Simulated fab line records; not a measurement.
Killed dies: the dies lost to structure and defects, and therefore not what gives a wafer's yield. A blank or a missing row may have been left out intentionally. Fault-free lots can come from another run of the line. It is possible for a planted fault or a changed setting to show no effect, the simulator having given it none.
The same fault as seen by 2 desks | flow berkeley-cmos170 | each desk has only its own numbers; what lay behind them comes last

THE METROLOGY DESK
Means of the sampled wafers that have a number, per lot and without regard to the tool the lot ran on: this is what the gauges read. The brackets show how far a lot's mean lies from the usual mean; more than 4 standard deviations puts the lot out of limits, marked OUT.
Columns: A = M3_BOW at UCB170_M3_BOW_MEAS_20, usual 35 um
lot  | first seen here | A
L825 | day 7 18:08     | 36
L823 | day 7 18:44     | 29
L824 | day 7 19:12     | 39
L827 | day 8 01:24     | 37
L826 | day 8 01:56     | 37
L828 | day 8 17:07     | 41
L829 | day 8 20:57     | 31
L834 | day 9 21:13     | 37
L833 | day 9 23:41     | 37
L836 | day 10 12:09    | 40
L838 | day 11 04:17    | 38
L840 | day 11 23:16    | 36
L845 | day 13 02:04    | 38
L846 | day 13 03:10    | 34
This desk's verdict: no lot among the 14 shows anything out of limits.

TOOL OWNER'S DESK, litho-track-04
The tool's own readings at UCB170_PVT_DEVELOP_05 (develop time 45 s): means of the sampled wafers that have a number, for each lot that ran on this tool. The brackets show how far a lot's mean lies from the usual mean; more than 4 standard deviations puts the lot out of limits, marked OUT.
Columns: A = chill-plate-temp-C at UCB170_PVT_DEVELOP_05, usual 22.99 C
lot  | first seen here | A
L823 | day 5 12:00     | 22.85
L827 | day 5 21:00     | 23.11
L828 | day 6 12:00     | 22.97
L829 | day 6 19:00     | 22.99
This desk's verdict: no lot among the 4 shows anything out of limits.

TAKEN TOGETHER
The metrology desk saw nothing out of limits.
Nothing out of limits was seen by the tool owner's desk.

WHAT THE SIMULATOR PUT IN
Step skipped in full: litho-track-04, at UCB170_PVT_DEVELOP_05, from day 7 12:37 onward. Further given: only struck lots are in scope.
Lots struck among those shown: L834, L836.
